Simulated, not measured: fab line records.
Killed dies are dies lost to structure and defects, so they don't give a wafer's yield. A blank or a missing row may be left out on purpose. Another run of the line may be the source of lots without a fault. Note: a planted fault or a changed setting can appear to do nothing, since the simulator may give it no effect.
A struck lot beside a sound one / flow rit cmos / 20 out of 202 route steps
Sound: the wafers L792.1, L792.3, L792.4. The struck wafers were L801.3, L801.4, L801.5. The cause is given at the end.
Per side, at each step with rows, come the tool, then ch with its chambers, and then its first start. Under that, the readings that differ: sound wafers / struck wafers / difference of the means / sigmas: that difference in standard deviations of wafers without a fault.
alike: a reading whose means differ by less than 2 such deviations, as well as words and numbers matching on both sides. not compared: withheld readings; readings where some wafer has no value; bounds like >300 that might hide an equal value; numbers whose values overlap and for which the record gives no deviation.
A row with sigmas, a row that says differs or no value, or rows on one side alone: a step with any of these is where the two part. Numbers that don't overlap but have no deviation are shown without sigmas and don't part them. A reading missing from all wafers of one side parts the sides only when that side holds two or more wafers.

first, 2 steps without rows for these wafers: RIT_NSD_HARDBAKE_07 (time 60 s); RIT_NSD_IMPLANT_08.
RIT_NSD_STRIP_09: strips in O2, time 180 s.
  sound on plasma asher-02 ch 0,1, day 4 00:19; struck on plasma asher-03 ch 0,1, day 5 22:22
  alike: chamber pressure mTorr, drypump motor current A, rf refl power W
  not compared: rf hours counter h
RIT_NSD_TW_MEAS_10:
  sound: film metro-02 at day 4 00:29; struck: film metro-04 at day 5 22:31
  alike: NSD_TW
then, 6 steps without rows for these wafers: RIT_PSD_HMDS_00 (prime time 60 s); RIT_PSD_COAT_01 (resist thk 1000 nm); RIT_PSD_SOFTBAKE_02 (time 60 s); RIT_PSD_EXPOSE_03 (exposes mask M10, target cd 40900 nm); RIT_PSD_PEB_04; RIT_PSD_DEVELOP_05 (develop time 50 s).
RIT_PSD_OVL_MEAS_06:
  sound: overlay-01 at day 4 01:24; struck: overlay-01 at day 5 23:32
  alike: PSD_OVL
then, 1 step without rows for these wafers: RIT_PSD_HARDBAKE_07 (time 60 s).
RIT_PSD_IMPLANT_08:
  sound on implanter-01 ch 0, day 4 01:35; struck on implanter-03 ch 0, day 5 23:46
reading=beam energy keV; sound=26.998 26.991 27.002; struck=18.910 18.907 18.891; difference=-8.094; sigmas=-99 or more
reading=model.implant.rp nm (nm); sound=21.72 21.72 21.72; struck=16.86 16.86 16.86; difference=-4.86; sigmas=
reading=model.implant.drp nm (nm); sound=12.05 12.05 12.05; struck=9.372 9.372 9.372; difference=-2.678; sigmas=
  alike: dose ions cm2
RIT_PSD_STRIP_09: strips in O2, time 180 s.
  sound on plasma asher-01 ch 0,1, day 4 01:44; struck on plasma asher-04 ch 0,1, day 5 23:55
  alike: chamber pressure mTorr, drypump motor current A, rf refl power W
  not compared: rf hours counter h
RIT_PSD_TW_MEAS_10:
  sound: film metro-01 at day 4 01:55; struck: film metro-04 at day 6 00:17
reading=PSD_TW; sound=3407 3422 3409; struck=3154 3168 3137; difference=-260; sigmas=-10
  not compared: hold
then, 2 steps without rows for these wafers: RIT_SDANNEAL_CLEAN_01 (cleans in dHF, time 30 s); RIT_SDANNEAL_CLEAN_02 (cleans in SC2, time 600 s).
RIT_SDANNEAL_RTA_03: time 5 s.
  sound on rtp anneal-01 ch 0, day 4 02:22; struck on rtp anneal-02 ch 0, day 6 05:08
  alike: wafer_temp_C_max
RIT_SDANNEAL_RS_MEAS_04: uses a four-point probe to measure.
  sound: film metro-02 at day 4 02:25; struck: film metro-02 at day 6 05:31
reading=PSD_RS (ohm/sq); sound=116.0 116.0 116.2; struck=139.1 138.5 138.5; difference=+22.6; sigmas=+67
  not compared: hold
after that, 1 step had no rows for these wafers: RIT_M1_PROBE_99.

## WHERE THEY PART
Last at RIT_SDANNEAL_RS_MEAS_04 as far as this record goes, first at RIT_PSD_IMPLANT_08.

WHY: what had been put in by the simulator
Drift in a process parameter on implanter-03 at RIT_PSD_IMPLANT_08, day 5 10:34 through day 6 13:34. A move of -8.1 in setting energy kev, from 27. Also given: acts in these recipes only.
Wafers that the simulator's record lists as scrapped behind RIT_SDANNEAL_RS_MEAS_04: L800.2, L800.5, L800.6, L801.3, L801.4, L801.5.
